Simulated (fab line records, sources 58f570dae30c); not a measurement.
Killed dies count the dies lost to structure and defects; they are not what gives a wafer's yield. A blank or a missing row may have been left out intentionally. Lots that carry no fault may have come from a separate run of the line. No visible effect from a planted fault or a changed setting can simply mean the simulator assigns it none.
8D (eight disciplines) problem report, filled in by code | flow berkeley cmos170 | the parts of the form that need people (team, actions taken, sign-off) are left out

1. THE PROBLEM
Across 9 wafers from 3 lots, M3_OVL at UCB170_M3_OVL_MEAS_16 averages 150 nm, while fault-free wafers read 1 nm with a standard deviation of 5.1. That puts it +29 standard deviations away from the usual mean.
Earliest sighting: wafer L658.2 on overlay-02 at day 13 13:19. Wafers with a number at this step in the record: 45, from 15 lots. By rule, "out" or "out of limits" means more than 4 standard deviations away from the usual mean. The other wafers with a number count as sound.

2. WHAT THIS IS AND IS NOT
question                    | is                     | is not
which readings at this step | M3_OVL                 | -
which lots                  | L658, L661, L662       | L643, L644, L645, L646, L647, L648, L649, L651, L652, L653, L656, L657
which wafers of those lots  | all that have a number | -
read on which gauges        | overlay-01, overlay-02 | -
when                        | from day 13 13:19      | up to then (36 sound wafers)

3. SUSPECTS, AND WHAT RULES EACH OUT
Counting: a tool at a process step up to the reading stays a suspect if it ran every lot that is out and no sound lot after the first of them.
- the gauge at UCB170_M3_OVL_MEAS_16 is ruled out. The wafers that are out were read on 2 gauges (overlay-01, overlay-02).
- krf scanner-02 at UCB170_M3_EXPOSE_12 (exposes mask METAL3, target cd 700 nm): kept. All lots that are out passed through it, beginning with L658 at day 13 12:49, and no sound lot followed; its final sound lot before that point was L656 at day 12 22:21.
The count leaves krf scanner-02 at UCB170_M3_EXPOSE_12.

4. THE CAUSE (what the simulator had put in)
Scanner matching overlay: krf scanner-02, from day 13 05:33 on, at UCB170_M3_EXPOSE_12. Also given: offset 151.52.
This tool alone remained once counting was done.

5. THE CHAIN OF EFFECTS, in route order
Each row: a reading where the mean over the struck wafers with a number is more than 3 standard deviations away from the usual. Only readings whose record carries a usual standard deviation are examined. hours: median over the lots of the time between each lot's start at the first step of this table that gives one and its start at this step. sigmas: the change, counted in usual standard deviations.
hours | step                  | reading | usual | on struck wafers | change | sigmas
0     | UCB170_M3_OVL_MEAS_16 | M3_OVL  | 1 nm  | 150              | +149   | +29

6. WHAT WOULD HAVE CAUGHT IT SOONER
The first out-of-limits reading at a measuring or inspecting step in this record came at day 13 13:19, 8 hours after the fault's start at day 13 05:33.
L661, L662, from the lots that are out (3), started UCB170_M3_EXPOSE_12 on krf scanner-02 later than day 13 13:19. A hold on the tool at that time would have spared those 2.
